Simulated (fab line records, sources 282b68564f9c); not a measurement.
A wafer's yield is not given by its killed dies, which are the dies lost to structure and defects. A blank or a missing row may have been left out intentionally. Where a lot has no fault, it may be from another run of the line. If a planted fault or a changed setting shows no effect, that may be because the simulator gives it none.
A struck lot beside a sound one || flow rit_cmos || 19 out of 202 route steps
Sound: the wafers L590.1, L590.3, L590.5. Wafers L596.2, L596.3, L596.4 were the ones struck. The cause is given at the end.
Per side, at each step with rows, come the tool, then ch with its chambers, and then its first start. Under that, the readings that differ: sound wafers || struck wafers || difference of the means || sigmas: that difference in standard deviations of wafers without a fault.
alike: same words and numbers on both sides, and readings whose means sit less than 2 such deviations apart. not compared: any withheld reading, any reading some wafer has no value for, any bound like >300 that may hide the same value, and any number with overlapping values for which the record gives no deviation.
A row with sigmas, a row that says differs or no value, or rows on one side alone: a step with any of these is where the two part. Numbers that don't overlap but have no deviation are shown without sigmas and don't part them. A reading that every wafer of one side lacks parts them only if that side has two wafers or more.

RIT_FOX1_THK_MEAS_01:
  sound on film_metro-02 at day 3 08:50; struck on film_metro-03 at day 4 17:25
  alike: FOX1_OXIDE_THK
then, 2 steps without rows for these wafers: RIT_FOX1_WET_ETCH_02 (etches SiO2 in BOE, target depth 350 nm, time 390 s); RIT_FOX2_OXIDATION_00 (target thk 350.7 nm, ox time 1130 s).
RIT_FOX2_THK_MEAS_01:
  sound on film_metro-03 at day 3 11:33; struck on film_metro-01 at day 4 18:55
  alike: FOX2_OXIDE_THK
then, 2 steps without rows for these wafers: RIT_FOX2_CLEAN_02 (cleans in dHF, time 180 s); RIT_FOX2_WET_ETCH_03 (etches Si3N4 in H3PO4, target depth 195 nm, time 2700 s).
RIT_FOX2_THK_MEAS_90:
  sound on film_metro-03 at day 3 12:26; struck on film_metro-01 at day 4 19:48
  alike: FIELD_OXIDE_LEFT_1_THK
then, 5 steps without rows for these wafers: RIT_NWELL_HMDS_00 (prime time 60 s); RIT_NWELL_COAT_01 (resist thk 1300 nm); RIT_NWELL_SOFTBAKE_02 (time 60 s); RIT_NWELL_EXPOSE_03 (exposes mask M2, target cd 43900 nm); RIT_NWELL_PEB_04.
RIT_NWELL_DEVELOP_05: develop time 68 s.
  sound on litho_track-02 ch 0, day 3 13:00; struck on litho_track-02 ch 0, day 4 20:00
{"reading": "developer_temp_C (C)", "sound": "23.11 23.03 23.25", "struck": "22.72 22.80 22.88", "difference": -0.33, "sigmas": -3}
RIT_NWELL_OVL_MEAS_06:
  sound on overlay-02 at day 3 13:51; struck on overlay-02 at day 4 20:52
  alike: NWELL_OVL
then, 2 steps without rows for these wafers: RIT_NWELL_HARDBAKE_07 (time 120 s); RIT_NWELL_IMPLANT_08.
RIT_NWELL_STRIP_09: strips in O2, time 180 s.
  sound on plasma_asher-02 ch 0,1, day 3 14:17; struck on plasma_asher-03 ch 0,1, day 4 21:17
  alike: drypump_motor_current_A
  not compared: rf_hours_counter_h
RIT_NWELL_TW_MEAS_10:
  sound on film_metro-04 at day 3 14:28; struck on film_metro-03 at day 4 21:42
{"reading": "NWELL_TW", "sound": "2120 2133 2127", "struck": "2042 2037 2020", "difference": -94, "sigmas": -4}
  not compared: hold
RIT_M1_PROBE_99:
  only the struck wafers here have rows in the record (prober-01, day 6 14:31); the sound ones have none

## WHERE THEY PART
Last at RIT_M1_PROBE_99 as far as this record goes, first at RIT_NWELL_DEVELOP_05.

WHY: whatever the simulator had introduced
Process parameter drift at RIT_NWELL_DEVELOP_05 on litho_track-02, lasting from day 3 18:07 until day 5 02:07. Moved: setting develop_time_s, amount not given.
